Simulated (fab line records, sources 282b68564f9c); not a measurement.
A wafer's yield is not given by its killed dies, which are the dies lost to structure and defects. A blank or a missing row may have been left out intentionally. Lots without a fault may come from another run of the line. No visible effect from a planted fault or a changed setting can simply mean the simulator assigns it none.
Problem report in the 8D (eight disciplines) form, filled by code + flow rit cmos + the parts of the form that need people (team, actions taken, sign-off) are left out

## 1. PROBLEM STATEMENT
Mean of spin speed rpm at RIT_NLDD_COAT_01: 3299.8 rpm across 6 wafers in 2 lots; on wafers with no fault it is 3249.9 rpm (standard deviation 1.8). Relative to the usual mean, that is a shift of +28 standard deviations.
The step: resist thk 1000 nm.
First observed at day 6 00:21: wafer L283.1, on litho track-01. The record has a number at this step for 18 wafers belonging to 6 lots. The rule behind "out" and "out of limits": a value lying over 4 standard deviations away from the usual mean. All remaining wafers that have a number are taken as sound.

## 2. WHAT IT IS, AND WHAT IT ISN'T
| question                    | is                     | is not                                                                   |
|-----------------------------|------------------------|--------------------------------------------------------------------------|
| which readings at this step | spin speed rpm         | resist line temp C                                                       |
| which lots                  | L283, L284             | L270, L273, L288, L290                                                   |
| which wafers of those lots  | all that have a number | -                                                                        |
| read on which tools         | litho track-01         | litho track-04                                                           |
| when                        | from day 6 00:21       | up to then (6 sound wafers); but 6 sound wafers of L288, L290 came after |

## 3. SUSPECTS, AND WHAT RULES EACH OUT
Counting: a tool stays on the suspect list if, at a process step up to the reading, it processed all lots that are out and no sound lot following the first of them.
- plasma asher-04 at RIT_GATE_STRIP_20 (strips in O2, time 180 s): ruled out as a lasting fault. The sound lots L288 went through it after L283, its earliest lot that is out (day 5 20:55).
- litho track-01 at RIT_NLDD_COAT_01 (resist thk 1000 nm): kept. It processed each lot that is out, first L283 at day 6 00:21, and no sound lot thereafter; up to then, the last sound lot it processed was L273 at day 3 22:26. On those wafers its own readings are out: spin speed rpm.
Remaining after the count: litho track-01 at RIT_NLDD_COAT_01.

## 4. THE CAUSE (what the simulator had put in)
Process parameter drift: litho track-01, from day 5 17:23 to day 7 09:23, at RIT_NLDD_COAT_01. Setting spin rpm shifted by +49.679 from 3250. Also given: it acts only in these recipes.
The count eliminated every tool but this one.

## 5. SEQUENCE OF EFFECTS, ordered by route
Rows list readings where the struck wafers' mean (over those with a number) sits beyond 3 standard deviations from the usual. Scope: only readings with a usual standard deviation given in the record; hours: median across lots of the time from each lot's start at the first step in this table that gives one to its start at this step; sigmas: change in usual standard deviations.
| hours | step             | reading        | usual      | on struck wafers | change | sigmas |
|-------|------------------|----------------|------------|------------------|--------|--------|
| 0     | RIT_NLDD_COAT_01 | spin speed rpm | 3249.9 rpm | 3299.8           | +49.9  | +28    |
The process steps in it:
- RIT_NLDD_COAT_01: resist thk 1000 nm.
Later steps that measure or inspect, where all struck wafers having a row at the step show a number for every such reading and not one has moved that far: RIT_NLDD_OVL_MEAS_06.

## 6. HOW IT WOULD HAVE BEEN CAUGHT EARLIER
In this record the first reading out of limits was taken at day 6 00:21, 7 hours after the fault began at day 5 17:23.
